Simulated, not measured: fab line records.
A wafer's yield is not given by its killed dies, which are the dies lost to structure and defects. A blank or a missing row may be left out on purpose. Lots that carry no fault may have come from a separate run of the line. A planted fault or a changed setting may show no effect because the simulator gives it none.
2 desks looking at one fault | flow berkeleyCmos170 | each desk has only its own numbers; what lay behind them comes last

== METROLOGY DESK ==
Lot by lot, what the gauges showed, no matter which tool ran the lot: averages of those sampled wafers that carry a number. Marked OUT: a lot whose mean sits more than 4 standard deviations from the usual mean, which makes it out of limits; the brackets give that distance.
Columns: A = PWELL_NITRIDE_THK at UCB170_PWELL_THK_MEAS_06, usual 221.2 nm; B = ACTIVE_NITRIDE_THK at UCB170_ACTIVE_THK_MEAS_06, usual 219.7 nm
lot  | first seen here | A     | B
L779 | day 3 07:43     | 223.2 | 216.6
L780 | day 3 07:46     | 221.4 | 219.5
L782 | day 4 02:48     | 219.5 | 220.0
L783 | day 4 02:48     | 221.6 | 221.5
L786 | day 4 14:31     | 222.1 | 221.6
L784 | day 4 14:31     | 221.6 | 223.8
L789 | day 5 19:26     | 223.6 | 217.1
L791 | day 6 00:46     | 225.2 | 221.2
L792 | day 6 00:46     | 221.3 | 222.0
L798 | day 6 20:21     | 220.3 | 217.2
L795 | day 6 20:24     | 221.1 | 216.4
L796 | day 6 20:24     | 220.6 | 218.7
L799 | day 6 20:25     | 219.9 | 218.8
L802 | day 7 22:53     | 220.8 | 218.4
This desk found nothing out of limits on any of the 14 lots.

== DESK OF THE TOOL OWNER: wetBench-02 ==
The tool's own readings at UCB170_FIELD_WET_ETCH_06 (etches SiO2 in BOE, time 22 s): means of the sampled wafers that have a number, for each lot that ran on this tool. Marked OUT: a lot whose mean sits more than 4 standard deviations from the usual mean, which makes it out of limits; the brackets give that distance.
Columns: A = runLengthS at UCB170_FIELD_WET_ETCH_06, usual 50.7 s
lot  | first seen here | A
L779 | day 6 01:15     | 54.3
L780 | day 6 01:15     | 55.3
L782 | day 6 10:46     | 54.6
L783 | day 6 10:46     | 53.8
L791 | day 8 04:26     | 49.9
L789 | day 8 07:28     | 42.8
L792 | day 8 07:28     | 42.2
This desk found nothing out of limits on any of the 7 lots.

== TAKEN TOGETHER ==
Metrology desk: nothing out of limits seen.
The desk of the tool owner found nothing out of limits.

== WHAT THE SIMULATOR HAD PUT IN ==
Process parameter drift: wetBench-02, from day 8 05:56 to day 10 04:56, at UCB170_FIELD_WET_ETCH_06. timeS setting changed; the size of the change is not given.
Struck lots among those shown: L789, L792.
